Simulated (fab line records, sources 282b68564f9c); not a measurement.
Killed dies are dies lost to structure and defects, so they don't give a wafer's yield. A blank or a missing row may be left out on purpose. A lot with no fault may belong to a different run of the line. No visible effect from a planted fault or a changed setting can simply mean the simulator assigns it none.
A struck lot beside a sound one | flow rit_cmos | 17 steps out of a route of 202
Sound: wafers L443.1, L443.2, L443.4. Struck: wafers L440.1, L440.4, L440.6. Last of all comes the cause.
Each step with rows lists, per side, the tool, then ch with its chambers, then its first start. Under that, the readings that differ: sound wafers | struck wafers | difference of the means | sigmas: that difference in standard deviations of wafers without a fault.
alike: a reading whose means differ by less than 2 such deviations, as well as words and numbers matching on both sides. not compared: withheld readings; readings where some wafer has no value; bounds like >300 that might hide an equal value; numbers whose values overlap and for which the record gives no deviation.
The two part at a step that has a row with sigmas, a row that says differs or no value, or rows on one side only. Numbers that don't overlap but have no deviation are shown without sigmas and don't part them. A reading missing from all wafers of one side parts the sides only when that side holds two or more wafers.

first, 2 steps without rows for these wafers: RIT_ACTIVE_CLEAN_17 (cleans in SC2, time 600 s); RIT_FOX1_OXIDATION_00 (target thk 350.7 nm, ox time 1130 s).
RIT_FOX1_THK_MEAS_01:
  sound on film_metro-04 at day 5 22:50; struck on film_metro-04 at day 5 08:50
  alike: FOX1_OXIDE_THK
then, 2 steps without rows for these wafers: RIT_FOX1_WET_ETCH_02 (etches SiO2 in BOE, target depth 350 nm, time 390 s); RIT_FOX2_OXIDATION_00 (target thk 350.7 nm, ox time 1130 s).
RIT_FOX2_THK_MEAS_01:
  sound on film_metro-03 at day 6 00:19; struck on film_metro-01 at day 5 11:27
  alike: FOX2_OXIDE_THK
then, 2 steps without rows for these wafers: RIT_FOX2_CLEAN_02 (cleans in dHF, time 180 s); RIT_FOX2_WET_ETCH_03 (etches Si3N4 in H3PO4, target depth 195 nm, time 2700 s).
RIT_FOX2_THK_MEAS_90:
  sound on film_metro-02 at day 6 01:12; struck on film_metro-01 at day 5 12:24
  alike: FIELD_OXIDE_LEFT_1_THK
then, 3 steps without rows for these wafers: RIT_NWELL_HMDS_00 (prime time 61.17 s); RIT_NWELL_COAT_01 (resist thk 1300 nm); RIT_NWELL_SOFTBAKE_02 (time 60 s).
RIT_NWELL_EXPOSE_03: exposes mask M2, target cd 43900 nm.
  sound on iline_stepper-02 ch 0, day 6 01:43; struck on iline_stepper-01 ch 0, day 5 12:55
  reading                       | sound                   | struck                        | difference | sigmas
  exposure_dose_mJ_cm2          | 250.16 250.63 250.42    | 249.79 249.79 249.69          | -0.65      | -3
  model.NWELL.overlay_x_nm (nm) | -0.2557 -0.2557 -0.2557 | 1.222e+04 1.222e+04 1.222e+04 | +1.222e+04 |
  alike: mask
then, 2 steps without rows for these wafers: RIT_NWELL_PEB_04; RIT_NWELL_DEVELOP_05 (develop time 68 s).
RIT_NWELL_OVL_MEAS_06:
  sound on overlay-01 at day 6 02:08; struck on overlay-01 at day 5 13:32
  reading        | sound         | struck | difference                    | sigmas
  NWELL_OVL (nm) | -1.6 -1.9 0.7 | - - -  | no value on the struck wafers |
  not compared: hold
RIT_M1_PROBE_99:
  sound wafers here have rows in the record (prober-02, day 7 15:20); struck ones have none

== WHERE THEY PART ==
Last at RIT_M1_PROBE_99 as far as this record goes, first at RIT_NWELL_EXPOSE_03.

WHY: whatever the simulator had introduced
Scanner matching overlay: iline_stepper-01, from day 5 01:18 on, at RIT_NWELL_EXPOSE_03. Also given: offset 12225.
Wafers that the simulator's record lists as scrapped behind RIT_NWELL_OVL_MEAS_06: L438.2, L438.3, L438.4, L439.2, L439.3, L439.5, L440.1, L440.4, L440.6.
